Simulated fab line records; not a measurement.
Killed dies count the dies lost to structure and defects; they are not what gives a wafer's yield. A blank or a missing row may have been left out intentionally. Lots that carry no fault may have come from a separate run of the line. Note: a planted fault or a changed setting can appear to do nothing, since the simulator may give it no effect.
One fault seen from 2 desks ; flow rit cmos ; numbers are kept per desk, each desk with only its own; the story behind them comes last

## AT THE TOOL OWNER'S DESK: pvd sputter-01
The tool's own readings at RIT_M1_SPUTTER_00 (material Al, target thk 400 nm, time 500 s): means of the sampled wafers that have a number, for each lot that ran on this tool. A lot is out of limits, marked OUT, if its mean lies more than 4 standard deviations from the usual mean; the brackets give that distance.
Columns: A = throttle valve pct at RIT_M1_SPUTTER_00, usual 29.8 %
lot;first seen here;A
L742;day 3 11:32;29.7
L744;day 3 20:48;28.6
L752;day 5 16:20;29.3
L754;day 6 01:34;29.9
Finding of this desk: none of the 4 lots has anything out of limits.

## AT THE METROLOGY DESK
What the gauges read for every lot (on any tool): the sampled wafers with a number, averaged. A lot is out of limits, marked OUT, if its mean lies more than 4 standard deviations from the usual mean; the brackets give that distance.
Columns: A = M1_AL_RS at RIT_M1_RS_MEAS_01, usual 0.0735 ohm/sq; B = M1_AL_THK at RIT_M1_THK_MEAS_02, usual 401 nm
lot;first seen here;A;B
L741;day 3 08:47;0.0734;401
L742;day 3 11:51;0.0736;398
L743;day 3 16:49;0.0748;395
L744;day 3 21:07;0.0743;397
L748;day 4 17:58;0.0737;398
L749;day 5 01:13;0.0739;397
L752;day 5 16:37;0.0702 (-4.1) OUT;422
L753;day 5 23:43;0.0730;406
L754;day 6 01:53;0.0700 (-4.4) OUT;424 (+4.0) OUT
L755;day 6 04:40;0.0736;400
L758;day 6 19:49;0.0735;404
L760;day 7 13:19;0.0734;400
L762;day 7 20:23;0.0747;394
L763;day 8 04:52;0.0731;406
This desk's finding: out of limits on L752, L754; first on L752, day 5 16:37 (M1_AL_RS at RIT_M1_RS_MEAS_01). In limits: L741, L742, L743, L744, L748, L749, L753, L755, L758, L760, L762, L763.

## BROUGHT TOGETHER
L752, L754 would have let the metrology desk raise an alarm at day 5 16:37.
The desk of the tool owner found nothing out of limits.
On record at the tool owner's desk: L752, L754, within its limits.
Of the lots named, all ran RIT_M1_SPUTTER_00 on pvd sputter-01.

## WHAT THE SIMULATOR HAD PUT IN
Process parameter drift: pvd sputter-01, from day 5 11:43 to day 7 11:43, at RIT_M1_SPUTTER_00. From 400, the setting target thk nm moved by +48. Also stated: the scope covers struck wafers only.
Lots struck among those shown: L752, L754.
Time in hours between the start of the fault and the first out-of-limits reading at each desk: metrology desk, 5.
